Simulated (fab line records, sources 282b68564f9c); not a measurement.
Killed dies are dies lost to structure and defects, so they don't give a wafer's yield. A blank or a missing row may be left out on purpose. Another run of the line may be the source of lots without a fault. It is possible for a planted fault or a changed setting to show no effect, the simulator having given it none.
Matching of chambers ; flow rit-cmos ; RIT_GATE_ETCH_19 on rie-si-02: 4 sister chambers
The step etches poly-Si in SF6/CHF3/O2, stops on SiO2, time 165 s, target depth 312.5 nm. 4 wafers are shown with their chamber, then 7 later ones without.

WAFERS, EACH WITH ITS CHAMBER
wafer;chamber;throttle-valve-pct (%)
L462.2;0;10.22
L464.3;2;10.35
L468.3;1;10.14
L468.5;3;10.37

WAFERS WHOSE CHAMBER IS MISSING
wafer;throttle-valve-pct (%)
L468.6;10.36
L470.2;10.13
L470.3;10.35
L470.6;10.35
L476.1;10.23
L476.4;10.38
L476.6;10.20

WHICH CHAMBER EACH WENT THROUGH
wafer;from the rows above;in truth
L468.6;can't be placed: 2 or 3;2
L470.2;1;1
L470.3;can't be placed: 2 or 3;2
L470.6;can't be placed: 2 or 3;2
L476.1;0;0
L476.4;can't be placed: 3 or 2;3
L476.6;0;0
Correctly placed: 3 of 7. These rows do not allow placing 4 (true chamber among the candidates in 4). Wrongly placed: 0.
How it was worked out, from the rows above alone: a wafer's distance from a chamber is the root of the sum, over the readings, of the square of ((its reading less the chamber's mean) divided by the reading's scatter). The wafer belongs to the nearest chamber; if the next one is less than 2 further off, it can't be placed. The mean given for a chamber averages the wafers shown for that chamber. The scatter (one wafer shown for each chamber): square how far every hidden wafer sits from the nearest shown wafer, average those squares and take the square root.
